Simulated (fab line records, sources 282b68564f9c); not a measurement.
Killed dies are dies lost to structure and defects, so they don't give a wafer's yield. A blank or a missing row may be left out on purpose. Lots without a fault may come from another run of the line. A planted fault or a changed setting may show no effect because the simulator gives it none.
Tool commonality check | flow rit_cmos | 14 lots, 48 wafers sampled

WHY IT WAS OPENED
At RIT_PSD_TW_MEAS_10 the reading PSD_TW is flagged on 2 of 14 lots. Wafers without a fault read 3437, standard deviation 24.
Rule: a lot is flagged when every wafer of it that has a number lies more than 4 standard deviations from that mean, or none has a number. The other lots count as sound.

lot  | measured    | on            | PSD_TW, wafer by wafer        | flag
L764 | day 3 04:43 | film_metro-02 | 3424 3431 3421                |
L765 | day 3 07:34 | film_metro-04 | 3447 3457 3443                |
L766 | day 3 12:23 | film_metro-03 | 3452 3465 3455                |
L767 | day 3 20:14 | film_metro-03 | 3435 3457 3457                |
L768 | day 3 22:43 | film_metro-02 | 3420 3408 3430                |
L769 | day 4 09:25 | film_metro-04 | 3429 3435 3439                |
L770 | day 4 11:08 | film_metro-03 | 3429 3415 3433                |
L773 | day 5 03:11 | film_metro-03 | 3458 3452 3455                |
L775 | day 5 13:18 | film_metro-03 | 3732 3722 3736 3714 3725 3708 | FLAGGED
L776 | day 5 19:42 | film_metro-02 | 3670 3674 3683 3669 3666 3662 | FLAGGED
L780 | day 6 09:43 | film_metro-02 | 3392 3415 3396                |
L782 | day 6 21:34 | film_metro-03 | 3445 3453 3446                |
L783 | day 7 05:20 | film_metro-02 | 3398 3407 3424                |
L786 | day 7 17:32 | film_metro-02 | 3403 3421 3420                |
The numbers of the flagged lots are 3697 on average: +260 against the usual, or +11 standard deviations.

WHICH TOOL RAN EACH LOT
The record holds 1 process step before the reading, out of a route of 202 steps. In each cell: the tool, then ch and the chambers that the sampled wafers went through, then the start.
lot  | flag    | RIT_PSD_IMPLANT_08
L764 |         | implanter-04 ch 0, day 3 04:24
L765 |         | implanter-04 ch 0, day 3 07:14
L766 |         | implanter-03 ch 0, day 3 12:04
L767 |         | implanter-01 ch 0, day 3 19:57
L768 |         | implanter-01 ch 0, day 3 22:25
L769 |         | implanter-01 ch 0, day 4 09:05
L770 |         | implanter-01 ch 0, day 4 10:49
L773 |         | implanter-04 ch 0, day 5 02:53
L775 | FLAGGED | implanter-04 ch 0, day 5 12:58
L776 | FLAGGED | implanter-04 ch 0, day 5 19:23
L780 |         | implanter-03 ch 0, day 6 09:26
L782 |         | implanter-01 ch 0, day 6 21:15
L783 |         | implanter-03 ch 0, day 7 05:01
L786 |         | implanter-03 ch 0, day 7 17:14
What these steps do:
- RIT_PSD_IMPLANT_08
- RIT_PSD_TW_MEAS_10

FLAGGED OVER TOTAL, TOOL BY TOOL (the gauges that took the reading come last)
step               | tool          | lots run | flagged | share of the flagged lots | sound lots run after its first flagged lot
RIT_PSD_IMPLANT_08 | implanter-01  | 5        | 0       | none                      | -
RIT_PSD_IMPLANT_08 | implanter-03  | 4        | 0       | none                      | -
RIT_PSD_IMPLANT_08 | implanter-04  | 5        | 2       | all                       | 0
RIT_PSD_TW_MEAS_10 | film_metro-02 | 6        | 1       | some                      | 3 (L780,L783,L786)
RIT_PSD_TW_MEAS_10 | film_metro-03 | 6        | 1       | some                      | 1 (L782)
RIT_PSD_TW_MEAS_10 | film_metro-04 | 2        | 0       | none                      | -

WHAT THE TABLE ALLOWS
1 row of the table ran every flagged lot: implanter-04 at RIT_PSD_IMPLANT_08.
- implanter-04 at RIT_PSD_IMPLANT_08: 2 of its 5 lots flagged. Its last sound lot is L773 (day 5 02:53), its first flagged lot L775 (day 5 12:58): a fault that began between those two fits. Its own readings lie more than 4 standard deviations out on every wafer of the flagged lots: beam_energy_keV.
One tool is left: implanter-04 at RIT_PSD_IMPLANT_08.

WHAT THE SIMULATOR HAD PUT IN
Process parameter drift: implanter-04, from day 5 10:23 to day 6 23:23, at RIT_PSD_IMPLANT_08. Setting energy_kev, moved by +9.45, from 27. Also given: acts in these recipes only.
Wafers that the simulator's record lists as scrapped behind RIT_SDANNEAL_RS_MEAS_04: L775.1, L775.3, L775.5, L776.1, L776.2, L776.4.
Lots struck among those shown: L775, L776. The rule above found the same.
